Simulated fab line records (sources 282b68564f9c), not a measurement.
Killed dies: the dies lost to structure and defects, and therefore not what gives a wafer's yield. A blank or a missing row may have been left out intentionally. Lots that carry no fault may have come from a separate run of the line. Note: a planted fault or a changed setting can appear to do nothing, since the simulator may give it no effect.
fab line records -- flow rit_cmos
record lots=5, wafers=15, last_day=7
route steps=202 shown ACTIVE@2 M1@202
lots that met no fault: taken from a fault-free run of the same line
start_h: hours from the record's opening day to when the first of the lot's shown wafers began -- wait_h: hours since the lot's step before -- " identical to the entry in the row above -- L1.1+2: a single row standing in for several wafers -- - no value, or no start given -- * or withheld: withheld -- < > ~ a bound
route shown NAME@n: a module of which the file shows steps, and the number in the route of the first -- usual: average and standard deviation across the fault-free wafers -- same: alike in all rows -- chamber/n: place in a boat -- sites: the reading at each site -- _std_site: standard deviation of those values -- _edge_site: mean of outer sites minus mean of inner sites -- radius_mm: for every site, how far away it sits from the centre of the wafer -- mask NAME#n: copy n -- behind: tool/chamber where the wafer was last shaped -- hold: reason for holding the lot/hours on hold/outcome of the hold -- device: names the non-switching transistor (n, p or np) -- end of line: the tests these same wafers got at the end of their route -- step lacking rows: just its recipe -- killed: dies that structure and defects cost at the first sort, which is not the same as the wafer's yield -- map: shows each die of a wafer: x if killed, . if not, _ if none is there
set.NAME: the setting that was run; set.NAME@STEP: the one run at that earlier step -- model.NAME: the simulator's own value behind a step, which no gauge read
lots at some steps of the route; a table a step, a row a wafer
services: from which hour (start_h, from the record's first day; less than 0 if before it) a tool's chamber was out of use, for how many hours, and why
## steps
# step RIT_ACTIVE_OXIDATION_01
# recipe temp_c=1000, ambient=O2, target_thk_a=468, ox_time_s=3290
# step RIT_ACTIVE_THK_MEAS_02
# recipe reads=SiO2_of_ACTIVE_OXIDATION_01
# usual ACTIVE_OXIDE_THK=45.8/0.82
lot.wafer,tool,chamber,start_h,wait_h,ACTIVE_OXIDE_THK[nm]
L204.3,film_metro-02,-,22.13,0.0,46.7
L204.4,film_metro-02,-,22.13,0.0,46.7
L204.5,film_metro-02,-,22.13,0.0,46.3
L208.1,film_metro-03,-,42.40,0.0,46.9
L208.4,film_metro-03,-,42.40,0.0,45.7
L208.5,film_metro-03,-,42.40,0.0,46.2
L215.2,film_metro-03,-,77.06,0.0,45.4
L215.3,film_metro-03,-,77.06,0.0,45.2
L215.5,film_metro-03,-,77.06,0.0,45.9
L222.1,film_metro-02,-,112.26,0.0,45.9
L222.3,film_metro-02,-,112.26,0.0,46.0
L222.6,film_metro-02,-,112.26,0.0,45.7
L224.1,film_metro-04,-,124.94,0.0,45.2
L224.4,film_metro-04,-,124.94,0.0,45.7
L224.6,film_metro-04,-,124.94,0.0,46.6
# step RIT_ACTIVE_CVD_03
# recipe material=Si3N4, target_thk_nm=150, temp_c=810, precursor=SiH2Cl2/NH3, time_s=1500, pressure_mtorr=300, sih2cl2_flow_sccm=60, nh3_flow_sccm=150
# step RIT_ACTIVE_THK_MEAS_04
# recipe reads=Si3N4_of_ACTIVE_CVD_03
# usual ACTIVE_NITRIDE_THK=149.9/1.4
lot.wafer,tool,chamber,start_h,wait_h,ACTIVE_NITRIDE_THK[nm]
L204.3,film_metro-02,-,24.32,0.0,151.6
L204.4,film_metro-02,-,24.32,0.0,150.2
L204.5,film_metro-02,-,24.32,0.0,151.1
L208.1,film_metro-02,-,44.58,0.0,149.2
L208.4,film_metro-02,-,44.58,0.0,150.2
L208.5,film_metro-02,-,44.58,0.0,150.1
L215.2,film_metro-03,-,78.54,0.0,151.9
L215.3,film_metro-03,-,78.54,0.0,152.4
L215.5,film_metro-03,-,78.54,0.0,151.7
L222.1,film_metro-03,-,113.74,0.0,152.4
L222.3,film_metro-03,-,113.74,0.0,151.8
L222.6,film_metro-03,-,113.74,0.0,151.7
L224.1,film_metro-04,-,126.42,0.0,153.8
L224.4,film_metro-04,-,126.42,0.0,152.5
L224.6,film_metro-04,-,126.42,0.0,152.2
# step RIT_ACTIVE_HMDS_05
# recipe prime_time_s=60, prime_temp_c=140
# step RIT_ACTIVE_COAT_06
# recipe resist=NOVOLAK, spin_rpm=3250, resist_thk_nm=1000
# step RIT_ACTIVE_SOFTBAKE_07
# recipe resist=NOVOLAK, temp_c=90, time_s=60
# step RIT_ACTIVE_EXPOSE_08
# recipe mask_id=M1, na=0.6, source_shape=conventional, sigma_outer=0.6, target_cd_nm=1400, dose_mj=225
# step RIT_ACTIVE_PEB_09
# recipe resist=NOVOLAK, temp_c=withheld, time_s=withheld
# step RIT_ACTIVE_DEVELOP_10
# recipe resist=NOVOLAK, develop_time_s=50, dev_temp_c=23
# step RIT_ACTIVE_CD_MEAS_11
# recipe target_cd_nm=1400
# usual cd_nm=1400.9/2.6
lot.wafer,tool,chamber,start_h,wait_h,cd_nm
L204.3,cd_sem-01,-,25.25,-,1404.0
L204.4,cd_sem-01,-,25.25,-,1404.6
L204.5,cd_sem-01,-,25.25,-,1404.9
L208.1,cd_sem-01,-,45.49,-,1403.0
L208.4,cd_sem-01,-,45.49,-,1401.6
L208.5,cd_sem-01,-,45.49,-,1402.3
L215.2,cd_sem-02,-,79.46,-,1404.7
L215.3,cd_sem-02,-,79.46,-,1404.7
L215.5,cd_sem-02,-,79.46,-,1405.7
L222.1,cd_sem-01,-,114.78,-,1395.2
L222.3,cd_sem-01,-,114.78,-,1399.3
L222.6,cd_sem-01,-,114.78,-,1396.8
L224.1,cd_sem-02,-,127.33,-,1397.1
L224.4,cd_sem-02,-,127.33,-,1400.1
L224.6,cd_sem-02,-,127.33,-,1400.6
# step RIT_ACTIVE_HARDBAKE_12
# recipe resist=NOVOLAK, temp_c=140, time_s=60
# step RIT_ACTIVE_ETCH_13
# recipe stop_on=SiO2, chemistry=SF6, target=Si3N4, time_s=210, over_etch_frac=0.4, SF6_flow_sccm=200, pressure_mtorr=260, rf_w=125, target_depth_a=2100
# usual drypump_motor_current_A=5.8/0.4, oes_product_au=0.824/0.0076, throttle_valve_pct=7.48/0.07
lot.wafer,tool,chamber,start_h,wait_h,drypump_motor_current_A,oes_product_au,rf_hours_counter_h,throttle_valve_pct,model.NOVOLAK_of_ACTIVE_COAT_06.thk_nm,model.ACTIVE.feature_depth_nm,model.etch.depth_nm
L204.3,rie_diel-01,3,25.48,0.1,5.9,0.819,126,7.47,656.8,152.4,151.6
L204.4,rie_diel-01,1,25.48,0.1,5.9,0.825,55,7.44,643.2,152,150.2
L204.5,rie_diel-01,0,25.48,0.1,5.4,0.813,-,7.55,652.6,152.4,151.1
L208.1,rie_diel-03,2,45.76,0.1,5.3,0.813,67,7.47,657.2,149.2,149.2
L208.4,rie_diel-03,3,45.76,0.1,6.7,0.826,28,7.37,653.4,150.2,150.2
L208.5,rie_diel-03,0,45.76,0.1,6.0,0.834,-,7.53,656.7,150,150
L215.2,rie_diel-03,0,79.71,0.1,6.0,0.830,151,7.50,655.6,151.9,151.9
L215.3,rie_diel-03,3,79.71,0.1,6.7,0.833,28,7.38,655.1,152.5,152.5
L215.5,rie_diel-03,2,79.71,0.1,5.4,0.820,-,7.47,655.6,151.6,151.6
L222.1,rie_diel-01,2,115.12,0.1,5.9,0.711,0,7.59,766.8,108.2,108.2
L222.3,rie_diel-01,0,115.12,0.1,5.4,0.830,143,7.56,655.2,153.1,151.8
L222.6,rie_diel-01,0,115.12,0.1,5.4,0.824,-,7.54,653.9,153,151.7
L224.1,rie_diel-03,0,127.60,0.1,6.0,0.839,152,7.53,652.5,153.9,153.9
L224.4,rie_diel-03,3,127.60,0.1,6.7,0.836,29,7.36,658.5,152.5,152.5
L224.6,rie_diel-03,2,127.60,0.1,5.3,0.822,-,7.44,659.7,152.2,152.2
# step RIT_ACTIVE_STRIP_14
# recipe chemistry=O2, time_s=180, resist=NOVOLAK, platen_temp_c=withheld, power_w=500, pressure_mtorr=4000, o2_flow_sccm=4000
# usual drypump_motor_current_A=5.7/0.5
lot.wafer,tool,chamber,start_h,wait_h,drypump_motor_current_A,rf_hours_counter_h
L204.3,plasma_asher-01,1,25.67,0.1,6.3,-
L204.4,plasma_asher-01,0,25.67,0.1,4.9,-
L204.5,plasma_asher-01,0,25.67,0.1,4.9,-
L208.1,plasma_asher-01,0,45.90,0.1,4.9,40
L208.4,plasma_asher-01,0,45.90,0.1,4.9,-
L208.5,plasma_asher-01,0,45.90,0.1,4.9,-
L215.2,plasma_asher-03,0,79.84,0.1,5.6,42
L215.3,plasma_asher-03,1,79.84,0.1,5.7,-
L215.5,plasma_asher-03,0,79.84,0.1,5.6,-
L222.1,plasma_asher-03,1,115.25,0.1,5.7,46
L222.3,plasma_asher-03,1,115.25,0.1,5.7,-
L222.6,plasma_asher-03,1,115.25,0.1,5.7,-
L224.1,plasma_asher-04,1,127.73,0.1,5.9,36
L224.4,plasma_asher-04,0,127.73,0.1,6.3,-
L224.6,plasma_asher-04,0,127.73,0.1,6.3,-
# step RIT_M1_PROBE_99
# usual killed_at_contacts=0.1/0.28, killed_at_front_end=7.0/2.9, killed_dies=7.0/2.9, killed_on_rim=1.8/1.4, killed_open=3.4/2.1, killed_short=3.6/1.7
# same gross_dies=264, killed_at_M0_to_M3=0, killed_at_M4_up=0, killed_at_back_side=0, killed_at_other=0
lot.wafer,tool,chamber,start_h,wait_h,hold,killed_at_contacts,killed_at_front_end,killed_dies,killed_on_rim,killed_open,killed_short
L204.3,prober-02,-,69.27,0.2,-,0,3,3,2,1,2
L204.4,prober-02,-,69.32,0.2,-,0,5,5,0,2,3
L204.5,prober-02,-,69.37,0.2,-,0,9,9,3,5,4
L208.1,prober-01,-,94.54,0.1,-,0,5,5,2,2,3
L208.4,prober-01,-,94.69,0.2,-,0,8,8,2,4,4
L208.5,prober-01,-,94.74,0.2,-,0,3,3,1,1,2
L215.2,prober-02,-,128.97,0.1,-,0,5,5,0,1,4
L215.3,prober-02,-,129.02,0.2,-,0,9,9,3,5,4
L215.5,prober-02,-,129.12,0.2,-,0,5,5,2,2,3
L222.1,prober-01,-,162.16,0.1,await_dispo/4.0h/release,0,264,264,70,3,3
L222.3,prober-01,-,162.26,0.2,await_dispo/4.0h/release,0,7,7,3,3,4
L222.6,prober-01,-,162.41,0.2,await_dispo/4.0h/release,0,5,5,2,2,3
L224.1,prober-02,-,178.23,0.1,-,0,8,8,3,1,7
L224.4,prober-02,-,178.38,0.2,-,0,9,9,1,3,6
L224.6,prober-02,-,178.48,0.2,-,1,6,7,1,3,4
# killed by level:class
L204.3 SPACER:geometric_particle:short=2 FOX1:geometric_particle:open=1
L204.4 SPACER:geometric_particle:short=2 FOX2:geometric_particle:open=1 GATE:geometric_particle:open=1 REOX:geometric_particle:short=1
L204.5 SPACER:geometric_particle:short=2 SPACER:geometric_particle:open=2 GATE:geometric_particle:short=1 GATE:geometric_particle:open=1 REOX:geometric_particle:open=1 SILICIDE:geometric_particle:open=1 SILICIDE:geometric_particle:short=1
L208.1 REOX:geometric_particle:short=2 FOX1:geometric_particle:open=1 GATE:geometric_particle:short=1 REOX:geometric_particle:open=1
L208.4 GATE:geometric_particle:short=4 GATE:geometric_particle:open=2 FOX1:geometric_particle:open=1 REOX:geometric_particle:open=1
L208.5 GATE:geometric_particle:short=1 GATE:geometric_particle:open=1 SPACER:geometric_particle:short=1
L215.2 FOX1:geometric_particle:short=3 GATE:geometric_particle:short=1 SILICIDE:geometric_particle:open=1
L215.3 REOX:geometric_particle:short=2 SPACER:geometric_particle:open=2 FOX1:geometric_particle:short=1 FOX1:geometric_particle:open=1 GATE:geometric_particle:short=1 REOX:geometric_particle:open=1 SILICIDE:geometric_particle:open=1
L215.5 SILICIDE:geometric_particle:short=2 FOX1:geometric_particle:open=1 FOX1:geometric_particle:short=1 GATE:geometric_particle:open=1
L222.1 ACTIVE:area_etch=258 REOX:geometric_particle:open=3 GATE:geometric_particle:short=2 REOX:geometric_particle:short=1
L222.3 REOX:geometric_particle:open=2 FOX1:geometric_particle:short=1 GATE:geometric_particle:open=1 GATE:geometric_particle:short=1 REOX:geometric_particle:short=1 SPACER:geometric_particle:short=1
L222.6 GATE:geometric_particle:open=2 GATE:geometric_particle:short=2 REOX:geometric_particle:short=1
L224.1 GATE:geometric_particle:short=3 SPACER:geometric_particle:short=2 FOX1:geometric_particle:short=1 FOX2:geometric_particle:short=1 SILICIDE:geometric_particle:open=1
L224.4 GATE:geometric_particle:short=3 FOX2:geometric_particle:open=2 FOX2:geometric_particle:short=1 GATE:geometric_particle:open=1 SPACER:geometric_particle:short=1 SILICIDE:geometric_particle:short=1
L224.6 FOX2:geometric_particle:short=2 GATE:geometric_particle:open=1 SPACER:geometric_particle:open=1 SPACER:geometric_particle:short=1 SILICIDE:geometric_particle:short=1 CONTACT:geometric_particle:open=1
# map L222.1 (x killed, . not)
________xxxxxxx_______
_____xxxxxxxxxxxxx____
____xxxxxxxxxxxxxxx___
___xxxxxxxxxxxxxxxxx__
__xxxxxxxxxxxxxxxxxxx_
__xxxxxxxxxxxxxxxxxxx_
_xxxxxxxxxxxxxxxxxxxxx
_xxxxxxxxxxxxxxxxxxxxx
_xxxxxxxxxxxxxxxxxxxxx
_xxxxxxxxxxxxxxxxxxxxx
__xxxxxxxxxxxxxxxxxxx_
__xxxxxxxxxxxxxxxxxxx_
___xxxxxxxxxxxxxxxxx__
____xxxxxxxxxxxxxxx___
_____xxxxxxxxxxxxx____
________xxxxxxx_______
# map L204.5 (x killed, . not)
________......._______
_____..x..........____
____...............___
___.................__
__..................._
__..................._
_.....x.........x.....
_..................x..
_...x....x............
_.....................
__..................._
__..................x_
___.................__
____...............___
_____.......x.....____
________.x....._______
## services
tool,chamber,start_h,hours,kind
rie_diel-01,1,53.71,25.6,repair
rie_diel-01,2,84.99,-,clean
rie_diel-01,2,84.99,18.6,scheduled_down
rie_diel-01,2,84.99,18.6,vent_cycle
rie_diel-01,-,96.40,0.7,repair
## key
first_sign step=RIT_ACTIVE_ETCH_13, reading=oes_product_au, direction=down, sigmas=15, usual=0.824, struck=0.711
effect step=RIT_M1_PROBE_99, reading=killed_dies, direction=up, sigmas=88, usual=7.0, struck=264
model_effect step=RIT_ACTIVE_ETCH_13, value=NOVOLAK_of_ACTIVE_COAT_06.thk_nm, without=657.9, struck=766.8
more_kills_born_at RIT_ACTIVE_ETCH_13@rie_diel-01=258
met_at RIT_ACTIVE_ETCH_13
struck_wafers L222.1
later_rows_left_out L222.1
tester_left_out L222
fault kind=process_parameter_drift, tool=rie_diel-01, chamber=2, onset_h=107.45, steps=RIT_ACTIVE_ETCH_13, channel=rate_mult, offset=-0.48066, shape=step, end_h=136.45
# tester_left_out: of these lots the tester's yield and bins aren't shown, on N5 and GAA mostly nor the transistor test; their killed dies are dies lost to structure and defects alone, not to doping, threshold or leakage, so they don't give the yield
# later_rows_left_out: the simulator's readings of these wafers behind a module that went badly wrong aren't trusted and aren't shown, but for the sort
